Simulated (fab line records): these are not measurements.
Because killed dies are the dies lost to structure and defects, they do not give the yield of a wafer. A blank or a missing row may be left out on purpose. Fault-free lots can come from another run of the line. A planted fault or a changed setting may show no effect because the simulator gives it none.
A lot that was struck, set against a sound lot || flow ritCmos || 17 steps out of a route of 202
Sound: wafers L647.1, L647.4, L647.6. The struck wafers were L659.1, L659.3, L659.4. The cause is named last.
For every step that has rows: the tool of each side, followed by ch and its chambers, followed by its first start. Under that, the readings that differ: sound wafers || struck wafers || difference of the means || sigmas: that difference in standard deviations of wafers without a fault.
alike: words and numbers the same on both sides, and readings whose means are apart by under 2 such deviations; not compared: readings that were withheld, readings missing a value for some wafer, numbers with overlapping values and no deviation given by the record, and bounds like >300 which may hide the same value.
The two part at a step that has a row with sigmas, a row that says differs or no value, or rows on one side only. Non-overlapping numbers with no deviation appear without sigmas and do not part them. A reading that every wafer of one side lacks parts them only if that side has two wafers or more.

first, 2 steps without rows for these wafers: RIT_NRETRO_HARDBAKE_07 (time 120 s); RIT_NRETRO_IMPLANT_08.
RIT_NRETRO_STRIP_09: strips in O2, time 180 s.
  sound on plasmaAsher-01 ch 0,1, day 3 08:56; struck on plasmaAsher-03 ch 0,1, day 5 23:49
  alike: drypumpMotorCurrentA, o2FlowSccm
  not compared: rfHoursCounterH
RIT_NRETRO_TW_MEAS_10:
  sound: filmMetro-03 at day 3 09:07; struck: filmMetro-03 at day 5 23:59
  alike: NRETRO_TW
then, 6 steps without rows for these wafers: RIT_PRETRO_HMDS_00 (prime time 60 s); RIT_PRETRO_COAT_01 (resist thk 1300 nm); RIT_PRETRO_SOFTBAKE_02 (time 60 s); RIT_PRETRO_EXPOSE_03 (exposes mask M5, target cd 43700 nm); RIT_PRETRO_PEB_04; RIT_PRETRO_DEVELOP_05 (develop time 68 s).
RIT_PRETRO_OVL_MEAS_06:
  sound: overlay-02 at day 3 10:11; struck: overlay-01 at day 6 01:03
  alike: PRETRO_OVL
then, 1 step without rows for these wafers: RIT_PRETRO_HARDBAKE_07 (time 120 s).
RIT_PRETRO_IMPLANT_08:
  sound on implanter-03 ch 0, day 3 10:28; struck on implanter-01 ch 0, day 6 01:25
{"reading": "beamEnergyKeV", "sound": "44.993 44.993 44.995", "struck": "32.715 32.692 32.706", "difference": -12.289, "sigmas": "-99 or more"}
{"reading": "model.implant.rpNm (nm)", "sound": "150.8 150.8 150.8", "struck": "106.4 106.4 106.4", "difference": -44.4, "sigmas": ""}
{"reading": "model.implant.drpNm (nm)", "sound": "55.07 55.07 55.07", "struck": "45.59 45.59 45.59", "difference": -9.48, "sigmas": ""}
  alike: tiltDeg
RIT_PRETRO_STRIP_09: strips in O2, time 180 s.
  sound on plasmaAsher-02 ch 0,1, day 3 10:37; struck on plasmaAsher-03 ch 0,1, day 6 01:34
  alike: drypumpMotorCurrentA, o2FlowSccm
  not compared: rfHoursCounterH
RIT_PRETRO_TW_MEAS_10:
  sound: filmMetro-01 at day 3 10:47; struck: filmMetro-01 at day 6 01:44
{"reading": "PRETRO_TW", "sound": "474.1 473.4 475.0", "struck": "446.6 447.6 450.0", "difference": -26.1, "sigmas": -12}
then, 1 step without rows for these wafers: RIT_GATE_WET_ETCH_00 (etches SiO2 in BOE, target depth 56 nm, time 60 s).
RIT_M1_PROBE_99:
  sound: prober-02 at day 4 14:23; struck: prober-01 at day 7 04:20
{"reading": "model.etest.nmos_0p3.rOnOhmUm", "sound": "2153 2180 2149", "struck": "2365 2324 2349", "difference": "+185", "sigmas": ""}
{"reading": "model.etest.nmos_0p15.rOnOhmUm", "sound": "1130 1128 1107", "struck": "1181 1166 1204", "difference": "+62", "sigmas": ""}
{"reading": "model.etest.nmosTurned.driveUaUm", "sound": "313.8 322.6 336.6", "struck": "272.2 281.4 265.6", "difference": -51.3, "sigmas": ""}
{"reading": "model.etest.nmos_0p15.driveUaUm", "sound": "477.2 484.7 505.5", "struck": "429.3 433.5 420.7", "difference": -61.3, "sigmas": ""}
{"reading": "model.etest.nmosNarrow.driveUaUm", "sound": "218.7 220.9 228.1", "struck": "192.7 197 195.6", "difference": -27.5, "sigmas": ""}
{"reading": "model.etest.nmos_0p3.driveUaUm", "sound": "223.2 223.5 230.3", "struck": "192.7 193.8 192.7", "difference": -32.6, "sigmas": ""}
{"reading": "model.etest.nmos_0p15.swingMvDec", "sound": "86.77 86.97 86.91", "struck": "87.56 86.99 87.03", "difference": "+0.31", "sigmas": ""}
{"reading": "model.etest.retroEdgeNmos.offLog10AUm", "sound": "-9.635 -9.408 -8.978", "struck": "-10.89 -10.95 -11.1", "difference": -1.64, "sigmas": ""}
  alike: killed_at_M0_to_M3, killedAtContacts, killedAtFrontEnd, killedDies, killedOpen, killedShort

## WHERE THEY PART
Last at RIT_PRETRO_TW_MEAS_10 as far as this record goes, first at RIT_PRETRO_IMPLANT_08. Later steps at which nothing parts them and some readings are alike: RIT_M1_PROBE_99.

WHY: what had been put in by the simulator
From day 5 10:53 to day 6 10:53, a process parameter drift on implanter-01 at RIT_PRETRO_IMPLANT_08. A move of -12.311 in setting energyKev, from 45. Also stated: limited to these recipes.
